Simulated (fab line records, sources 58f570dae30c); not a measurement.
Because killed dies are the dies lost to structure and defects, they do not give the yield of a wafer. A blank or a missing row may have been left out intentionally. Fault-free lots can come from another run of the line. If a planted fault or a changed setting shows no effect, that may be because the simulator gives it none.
Check for tools in common	flow berkeley cmos170	48 wafers sampled across 14 lots

## WHY IT WAS OPENED
At UCB170_SDANNEAL_RS_MEAS_03 the reading NSD_RS is flagged on 2 of 14 lots. Fault-free wafers read 37.29 ohm/sq, with a standard deviation of 0.072.
Rule: flag the lot when none of its wafers has a number, or when each of its wafers that has one lies beyond 4 standard deviations from that mean. As for the other lots, they are considered sound.

lot	measured	on	NSD_RS (ohm/sq), wafer by wafer	flag
L763	day 8 06:17	film metro-04	37.24 37.30 37.24	
L766	day 8 20:09	film metro-02	37.40 37.35 37.39	
L768	day 9 09:02	film metro-03	37.35 37.22 37.26	
L769	day 9 20:33	film metro-02	37.35 37.37 37.39	
L770	day 9 21:01	film metro-04	37.24 37.24 37.17	
L771	day 9 21:04	film metro-03	37.33 37.29 37.24	
L774	day 10 15:23	film metro-03	37.42 37.32 37.44	
L779	day 11 03:04	film metro-02	37.27 37.26 37.35	
L777	day 11 03:33	film metro-03	38.04 38.10 38.05 38.06 38.09 38.09	FLAGGED
L780	day 11 09:40	film metro-04	38.12 38.22 38.17 38.19 38.15 38.23	FLAGGED
L783	day 12 06:48	film metro-03	37.26 37.31 37.31	
L784	day 12 07:13	film metro-02	37.25 37.27 37.35	
L782	day 12 07:25	film metro-03	37.32 37.27 37.43	
L785	day 12 16:40	film metro-03	37.31 37.30 37.30	
The mean of the flagged lots' numbers is 38.13 ohm/sq, +0.84 ohm/sq from the usual (+12 standard deviations).

## EACH LOT AND THE TOOL IT RAN ON
The record holds 2 process steps before the reading, out of a route of 331 steps. Read each cell as the tool, then ch plus the chambers that the sampled wafers visited, then the start.
lot	flag	UCB170_NSD_IMPLANT_08	UCB170_NSD_STRIP_09
L763		implanter-04 ch 0, day 8 04:28	plasma asher-02 ch 0,1, day 8 04:35
L766		implanter-03 ch 0, day 8 17:44	plasma asher-02 ch 0,1, day 8 17:52
L768		implanter-03 ch 0, day 9 07:25	plasma asher-04 ch 0,1, day 9 07:34
L769		implanter-04 ch 0, day 9 18:55	plasma asher-04 ch 0,1, day 9 19:04
L770		implanter-03 ch 0, day 9 19:21	plasma asher-02 ch 0,1, day 9 19:29
L771		implanter-01 ch 0, day 9 19:28	plasma asher-04 ch 0,1, day 9 19:37
L774		implanter-01 ch 0, day 10 13:05	plasma asher-02 ch 0,1, day 10 13:13
L779		implanter-04 ch 0, day 11 01:32	plasma asher-03 ch 0,1, day 11 01:40
L777	FLAGGED	implanter-01 ch 0, day 11 01:58	plasma asher-04 ch 0,1, day 11 02:05
L780	FLAGGED	implanter-01 ch 0, day 11 08:05	plasma asher-04 ch 0,1, day 11 08:14
L783		implanter-04 ch 0, day 12 05:20	plasma asher-04 ch 0,1, day 12 05:28
L784		implanter-04 ch 0, day 12 05:44	plasma asher-04 ch 0,1, day 12 05:53
L782		implanter-03 ch 0, day 12 05:53	plasma asher-03 ch 0,1, day 12 06:00
L785		implanter-04 ch 0, day 12 15:12	plasma asher-04 ch 0,1, day 12 15:21
What these steps do:
- UCB170_NSD_IMPLANT_08
- UCB170_NSD_STRIP_09: strips in O2.
- UCB170_SDANNEAL_RS_MEAS_03: measures by four-point-probe.

## FLAGGED OVER TOTAL, TOOL BY TOOL (the gauges that took the reading come last)
step	tool	lots run	flagged	share of the flagged lots	sound lots run after its first flagged lot
UCB170_NSD_IMPLANT_08	implanter-01	4	2	all	0
UCB170_NSD_IMPLANT_08	implanter-03	4	0	none	-
UCB170_NSD_IMPLANT_08	implanter-04	6	0	none	-
UCB170_NSD_STRIP_09	plasma asher-02	4	0	none	-
UCB170_NSD_STRIP_09	plasma asher-03	2	0	none	-
UCB170_NSD_STRIP_09	plasma asher-04	8	2	all	3 (L783,L784,L785)
UCB170_SDANNEAL_RS_MEAS_03	film metro-02	4	0	none	-
UCB170_SDANNEAL_RS_MEAS_03	film metro-03	7	1	some	3 (L783,L782,L785)
UCB170_SDANNEAL_RS_MEAS_03	film metro-04	3	1	some	0

## WHAT IS ALLOWED BY THE TABLE
Rows of the table that ran all the flagged lots, 2 in number: implanter-01 at UCB170_NSD_IMPLANT_08; plasma asher-04 at UCB170_NSD_STRIP_09.
- implanter-01 at UCB170_NSD_IMPLANT_08: 2 of its 4 lots flagged. It ran its last sound lot, L774, at day 10 13:05 and its first flagged lot, L777, at day 11 01:58: a fault with its onset between the two fits. Its own readings lie more than 4 standard deviations out on every wafer of the flagged lots: dose ions cm2.
- plasma asher-04 at UCB170_NSD_STRIP_09: 2 of its 8 lots flagged. Sound lots followed the first flagged one (L783, L784, L785) on it, something a lasting fault affecting the whole tool could not allow. Its own readings lie more than 4 standard deviations out on every wafer of the flagged lots: strip time to endpoint s.
One tool is left: implanter-01 at UCB170_NSD_IMPLANT_08.

## WHAT THE SIMULATOR HAD INSERTED
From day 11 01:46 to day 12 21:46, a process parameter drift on implanter-01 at UCB170_NSD_IMPLANT_08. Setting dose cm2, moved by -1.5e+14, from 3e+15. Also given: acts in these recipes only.
Lots struck among those shown: L777, L780. This agrees with what the rule above found.
